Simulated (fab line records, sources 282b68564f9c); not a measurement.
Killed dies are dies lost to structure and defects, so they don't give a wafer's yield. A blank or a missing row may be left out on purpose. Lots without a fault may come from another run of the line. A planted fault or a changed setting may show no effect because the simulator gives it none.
Which tool did it? | flow rit_cmos | 14 lots, 42 wafers sampled, at 4 steps of a route of 202

WHAT THE GAUGES READ, wafer by wafer
RIT_FOX2_THK_MEAS_01. Usual: FOX2_OXIDE_THK 349 nm, standard deviation 6.1.
lot  | measured    | on            | FOX2_OXIDE_THK (nm) | flag
L673 | day 1 19:52 | film_metro-01 | 357 357 356         |
L674 | day 2 00:33 | film_metro-02 | 355 350 350         |
L675 | day 2 05:13 | film_metro-02 | 353 347 354         |
L676 | day 2 10:01 | film_metro-01 | 359 355 360         |
L678 | day 2 20:42 | film_metro-02 | 342 350 350         |
L680 | day 3 05:28 | film_metro-02 | 345 357 352         |
L681 | day 3 10:23 | film_metro-01 | 350 347 348         |
L686 | day 4 11:29 | film_metro-01 | 345 350 341         |
L687 | day 4 16:29 | film_metro-01 | 213 218 213         | OFF
L688 | day 4 22:19 | film_metro-03 | 216 213 216         | OFF
L693 | day 5 23:10 | film_metro-01 | 357 357 358         |
L694 | day 6 03:19 | film_metro-01 | 344 342 346         |
L695 | day 6 08:26 | film_metro-01 | 346 345 345         |
L696 | day 6 13:19 | film_metro-01 | 350 347 348         |

RIT_FOX2_THK_MEAS_90. Usual: FIELD_OXIDE_LEFT_1_THK 322 nm, standard deviation 6.2.
lot  | measured    | on            | FIELD_OXIDE_LEFT_1_THK (nm) | flag
L673 | day 1 20:48 | film_metro-02 | 330 330 329                 |
L674 | day 2 01:29 | film_metro-01 | 328 322 323                 |
L675 | day 2 06:15 | film_metro-03 | 325 319 327                 |
L676 | day 2 10:53 | film_metro-02 | 332 328 332                 |
L678 | day 2 21:38 | film_metro-02 | 314 322 321                 |
L680 | day 3 06:20 | film_metro-02 | 318 329 325                 |
L681 | day 3 11:20 | film_metro-02 | 323 320 321                 |
L686 | day 4 12:22 | film_metro-03 | 317 322 314                 |
L687 | day 4 17:21 | film_metro-02 | 185 190 184                 | OFF
L688 | day 4 23:11 | film_metro-02 | 189 186 189                 | OFF
L693 | day 6 00:02 | film_metro-02 | 330 330 330                 |
L694 | day 6 04:16 | film_metro-02 | 317 315 319                 |
L695 | day 6 09:18 | film_metro-02 | 319 317 317                 |
L696 | day 6 14:11 | film_metro-01 | 322 319 320                 |

RIT_FOX2_THK_MEAS_91. Usual: FIELD_OXIDE_LEFT_2_THK 254 nm, standard deviation 6.2.
lot  | measured    | on            | FIELD_OXIDE_LEFT_2_THK (nm) | flag
L673 | day 2 09:41 | film_metro-02 | 262 261 260                 |
L674 | day 2 14:13 | film_metro-03 | 260 254 255                 |
L675 | day 2 18:40 | film_metro-01 | 257 251 259                 |
L676 | day 2 23:13 | film_metro-02 | 263 259 263                 |
L678 | day 3 10:16 | film_metro-02 | 248 256 255                 |
L680 | day 3 18:54 | film_metro-02 | 250 262 257                 |
L681 | day 3 23:44 | film_metro-03 | 255 252 253                 |
L686 | day 5 00:41 | film_metro-03 | 249 253 244                 |
L687 | day 5 05:41 | film_metro-01 | 117 122 116                 | OFF
L688 | day 5 12:37 | film_metro-01 | 121 118 121                 | OFF
L693 | day 6 12:37 | film_metro-02 | 262 262 262                 |
L694 | day 6 16:59 | film_metro-03 | 250 248 252                 |
L695 | day 6 22:19 | film_metro-02 | 249 248 248                 |
L696 | day 7 02:46 | film_metro-03 | 255 252 253                 |

WHICH TOOL RAN EACH LOT (tool, then ch and the chambers of the sampled wafers, then the start)
lot  | RIT_FOX2_OXIDATION_00
L673 | furnace-02 ch 0, day 1 18:32
L674 | furnace-03 ch 0, day 1 23:13
L675 | furnace-03 ch 0, day 2 03:55
L676 | furnace-02 ch 0, day 2 08:41
L678 | furnace-04 ch 0, day 2 19:23
L680 | furnace-04 ch 0, day 3 04:09
L681 | furnace-02 ch 0, day 3 09:03
L686 | furnace-02 ch 0, day 4 10:10
L687 | furnace-02 ch 0, day 4 15:09
L688 | furnace-02 ch 0, day 4 20:59
L693 | furnace-03 ch 0, day 5 21:50
L694 | furnace-03 ch 0, day 6 02:00
L695 | furnace-03 ch 0, day 6 07:07
L696 | furnace-03 ch 0, day 6 12:00
- RIT_FOX2_OXIDATION_00: target thk 350.7 nm, ox time 1130 s.

WHAT THE TOOLS THEMSELVES READ (means of the sampled wafers that have a number; where no wafer has one, the mark that the record gives instead)
The record holds no such reading with a usual standard deviation.

THE ANSWER, worked out from the rows above alone
Rule: a lot is off if the mean of its wafers that have a number lies more than 3 standard deviations from the usual mean. A lot without any number at a reading at which 4 lots or more have one is off too. The other lots that the step has rows for count as sound. The gauges are gone through in route order, then the tools' own readings, and for those a lot's mean is taken as printed above. The first step at which some lot is off is used, and at that step the reading that is off furthest; a lot without a number counts as furthest.
Off: L687, L688, at RIT_FOX2_THK_MEAS_01 (FOX2_OXIDE_THK).
A tool fits if, at a process step before that reading, it ran every lot that is off, and no sound lot after the first of them. The gauges at RIT_FOX2_THK_MEAS_01 aren't tried: what is off there is off at RIT_FOX2_THK_MEAS_90 too, on other tools, and a gauge's error can't cause that. One fits: furnace-02 at RIT_FOX2_OXIDATION_00. Its last sound lot is L686 (day 4 10:10), its first lot that is off L687 (day 4 15:09): a fault that began between those two fits.

WHAT THE SIMULATOR HAD PUT IN
Process parameter drift: furnace-02, from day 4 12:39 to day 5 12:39, at RIT_FOX2_OXIDATION_00. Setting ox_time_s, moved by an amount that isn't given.
Lots struck among those shown: L687, L688. The rule above found the same.
